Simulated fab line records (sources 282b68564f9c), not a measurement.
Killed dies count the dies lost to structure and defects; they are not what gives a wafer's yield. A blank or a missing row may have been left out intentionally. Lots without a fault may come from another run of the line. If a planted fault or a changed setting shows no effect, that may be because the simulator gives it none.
A lot that was struck, set against a sound lot -- flow rit-cmos -- 18 out of 202 route steps
Sound: the wafers L469.2, L469.4, L469.6. Struck: wafers L461.2, L461.3, L461.5. The cause is named last.
Each step with rows lists, per side, the tool, then ch with its chambers, then its first start. Under that, the readings that differ: sound wafers -- struck wafers -- difference of the means -- sigmas: that difference in standard deviations of wafers without a fault.
alike: readings with means less than 2 such deviations apart, plus words and numbers identical on both sides. not compared: withheld readings, readings lacking a value on some wafer, bounds such as >300 that could conceal the same value, and numbers that have no deviation in the record and whose values overlap.
A row with sigmas, a row that says differs or no value, or rows on one side alone: a step with any of these is where the two part. Numbers that don't overlap but have no deviation are shown without sigmas and don't part them. A reading that every wafer of one side lacks parts them only if that side has two wafers or more.

first, 4 steps without rows for these wafers: RIT_NRETRO_SOFTBAKE_02 (time 60 s); RIT_NRETRO_EXPOSE_03 (exposes mask M4, target cd 43900 nm); RIT_NRETRO_PEB_04; RIT_NRETRO_DEVELOP_05 (develop time 68 s).
RIT_NRETRO_OVL_MEAS_06:
  sound on overlay-02, day 5 13:08; struck on overlay-01, day 3 21:05
  alike: NRETRO_OVL
then, 2 steps without rows for these wafers: RIT_NRETRO_HARDBAKE_07 (time 120 s); RIT_NRETRO_IMPLANT_08.
RIT_NRETRO_STRIP_09: strips in O2, time 180 s.
  sound on plasma-asher-01 ch 0,1, day 5 13:34; struck on plasma-asher-02 ch 0,1, day 3 21:31
  alike: drypump-motor-current-A, o2-flow-sccm
  not compared: rf-hours-counter-h
RIT_NRETRO_TW_MEAS_10:
  sound on film-metro-01, day 5 13:45; struck on film-metro-02, day 3 21:43
reading,sound,struck,difference,sigmas
NRETRO_TW,1016 1016 1025,1058 1060 1061,+41,+2
then, 3 steps without rows for these wafers: RIT_PRETRO_HMDS_00 (prime time 60 s); RIT_PRETRO_COAT_01 (resist thk 1300 nm); RIT_PRETRO_SOFTBAKE_02 (time 60 s).
RIT_PRETRO_EXPOSE_03: exposes mask M5, target cd 43700 nm.
  sound on iline-stepper-02 ch 0, day 5 14:16; struck on iline-stepper-01 ch 0, day 3 22:14
reading,sound,struck,difference,sigmas
model.PRETRO.overlay-x-nm (nm),1.047 1.047 1.047,127.2 127.2 127.2,+126.2,
  alike: mask
then, 2 steps without rows for these wafers: RIT_PRETRO_PEB_04; RIT_PRETRO_DEVELOP_05 (develop time 68 s).
RIT_PRETRO_OVL_MEAS_06:
  sound on overlay-01, day 5 14:41; struck on overlay-01, day 3 22:38
reading,sound,struck,difference,sigmas
PRETRO_OVL (nm),-0.1 1.6 0.7,126.8 128.6 128.1,+127.1,+85
then, 1 step without rows for these wafers: RIT_PRETRO_HARDBAKE_07 (time 120 s).
RIT_M1_PROBE_99:
  sound on prober-01, day 6 16:07; struck on prober-01, day 5 01:16
reading,sound,struck,difference,sigmas
model.etest.retro-edge-nmos.off-log10-a-um,-10.16 -10.1 -10.15,-9.502 -9.673 -9.689,+0.515,
  alike: killed-at-front-end, killed-dies, killed-open, killed-short
  not compared: model.etest.retro-edge-pmos.off-log10-a-um

WHERE THEY PART
At RIT_NRETRO_TW_MEAS_10 first; at RIT_PRETRO_OVL_MEAS_06 last (within this record only). Later steps at which nothing parts them and some readings are alike: RIT_M1_PROBE_99.

WHY: what had been put in by the simulator
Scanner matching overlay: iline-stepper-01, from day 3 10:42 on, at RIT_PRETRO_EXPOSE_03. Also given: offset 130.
